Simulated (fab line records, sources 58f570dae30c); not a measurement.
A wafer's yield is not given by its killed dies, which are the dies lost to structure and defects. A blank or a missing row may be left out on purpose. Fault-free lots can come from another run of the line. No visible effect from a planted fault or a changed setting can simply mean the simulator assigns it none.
One fault seen from 2 desks	flow berkeley_cmos170	numbers are kept per desk, each desk with only its own; the story behind them comes last

## DESK OF THE TOOL OWNER: rie_diel-04
The tool's own readings at UCB170_M3_ETCH_17 (etches BARC in N2/H2): means of the sampled wafers that have a number, for each lot that ran on this tool. Any lot whose mean is over 4 standard deviations away from the usual mean is out of limits and marked OUT; that distance is given in the brackets.
Columns: A = bias_w at UCB170_M3_ETCH_17, usual 100.0 W; B = drypump_motor_current_A at UCB170_M3_ETCH_17, usual 5.6 A; C = oes_product_au at UCB170_M3_ETCH_17, usual 0.992 a.u.; D = throttle_valve_pct at UCB170_M3_ETCH_17, usual 13.37 %
lot	first seen here	A	B	C	D
L582	day 7 21:30	100.0	5.9	0.995	13.38
L600	day 11 09:35	90.9 (-28) OUT	6.1	0.959	13.69
L602	day 12 06:02	90.8 (-29) OUT	6.1	0.960	13.69
Finding of this desk: L600, L602 out of limits; the first was L600 at day 11 09:35, on bias_w at UCB170_M3_ETCH_17. L582 stayed within limits.

## THE METROLOGY DESK
Means of the sampled wafers that have a number, per lot and without regard to the tool the lot ran on: this is what the gauges read. Any lot whose mean is over 4 standard deviations away from the usual mean is out of limits and marked OUT; that distance is given in the brackets.
Columns: A = cd_nm at UCB170_M3_CD_MEAS_15, usual 700.5 nm; B = M3_OVL at UCB170_M3_OVL_MEAS_16, usual -3 nm
lot	first seen here	A	B
L582	day 7 21:21	701.3	-7
L586	day 8 16:02	699.2	-7
L599	day 11 09:22	699.8	-4
L600	day 11 09:29	702.8	-9
L602	day 12 05:56	701.9	-4
L604	day 12 11:28	702.4	-2
Finding of this desk: none of the 6 lots has anything out of limits.

## PUT TOGETHER
At day 11 09:35, on L600, L602, the tool owner's desk was in a position to raise an alarm.
The metrology desk saw nothing out of limits.
The metrology desk has L600, L602 on record, within its limits.
Every lot named ran UCB170_M3_ETCH_17 on rie_diel-04.

## WHAT HAD BEEN PUT IN BY THE SIMULATOR
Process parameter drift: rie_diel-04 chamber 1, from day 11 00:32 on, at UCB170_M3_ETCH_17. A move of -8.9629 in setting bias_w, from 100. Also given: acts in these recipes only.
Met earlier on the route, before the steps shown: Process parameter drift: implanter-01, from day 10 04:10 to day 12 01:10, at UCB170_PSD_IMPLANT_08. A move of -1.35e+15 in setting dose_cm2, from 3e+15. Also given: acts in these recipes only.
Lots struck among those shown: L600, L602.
How many hours passed from the start of the fault until each desk's first out-of-limits reading: the tool owner's desk, 9.
